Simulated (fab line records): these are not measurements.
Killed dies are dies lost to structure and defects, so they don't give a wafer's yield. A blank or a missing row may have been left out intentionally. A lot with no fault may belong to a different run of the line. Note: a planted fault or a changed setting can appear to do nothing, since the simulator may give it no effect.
One fault seen from 2 desks ; flow berkeleyCmos170 ; what lay behind the numbers comes last; until then each desk has only its own

AT THE TOOL OWNER'S DESK: lithoTrack-01
The tool's own readings at UCB170_M1_PEB_07, given as means over the sampled wafers that have a number, one for each lot that went through this tool. Any lot whose mean is over 4 standard deviations away from the usual mean is out of limits and marked OUT; that distance is given in the brackets.
Columns: A = chillPlateTempC at UCB170_M1_PEB_07, usual 22.98 C; B = exhaustPa at UCB170_M1_PEB_07, usual 45.1 Pa
lot;first seen here;A;B
L366;day 7 12:29;22.90;45.7
L386;day 11 12:56;23.05;46.5
L384;day 11 13:35;22.98;43.6
This desk found nothing out of limits on any of the 3 lots.

AT THE METROLOGY DESK
What the gauges read, lot by lot, whatever tool the lot ran on: means of the sampled wafers that have a number. Any lot whose mean is over 4 standard deviations away from the usual mean is out of limits and marked OUT; that distance is given in the brackets.
Columns: A = PSD_RS at UCB170_SDANNEAL_RS_MEAS_02, usual 75.66 ohm/sq; B = cdNm at UCB170_CONTACT_CD_MEAS_15, usual 700.0 nm
lot;first seen here;A;B
L365;day 6 13:40;75.53;700.5
L366;day 7 03:47;75.53;699.0
L368;day 7 23:02;75.91;699.1
L369;day 7 23:03;75.45;699.8
L370;day 8 09:05;75.59;699.2
L372;day 8 15:33;75.96;700.2
L378;day 10 06:10;75.55;701.3
L380;day 10 06:21;75.61;701.9
L379;day 10 06:50;75.96;698.6
L383;day 10 10:21;75.39;700.2
L381;day 10 15:21;76.21;699.3
L385;day 11 02:47;75.95;700.7
L384;day 11 05:15;75.32;700.6
L386;day 11 05:16;75.76;699.6
This desk found nothing out of limits on any of the 14 lots.

PUT TOGETHER
The tool owner's desk saw nothing out of limits.
Nothing out of limits was seen by the metrology desk.

WHAT WAS PUT IN BY THE SIMULATOR
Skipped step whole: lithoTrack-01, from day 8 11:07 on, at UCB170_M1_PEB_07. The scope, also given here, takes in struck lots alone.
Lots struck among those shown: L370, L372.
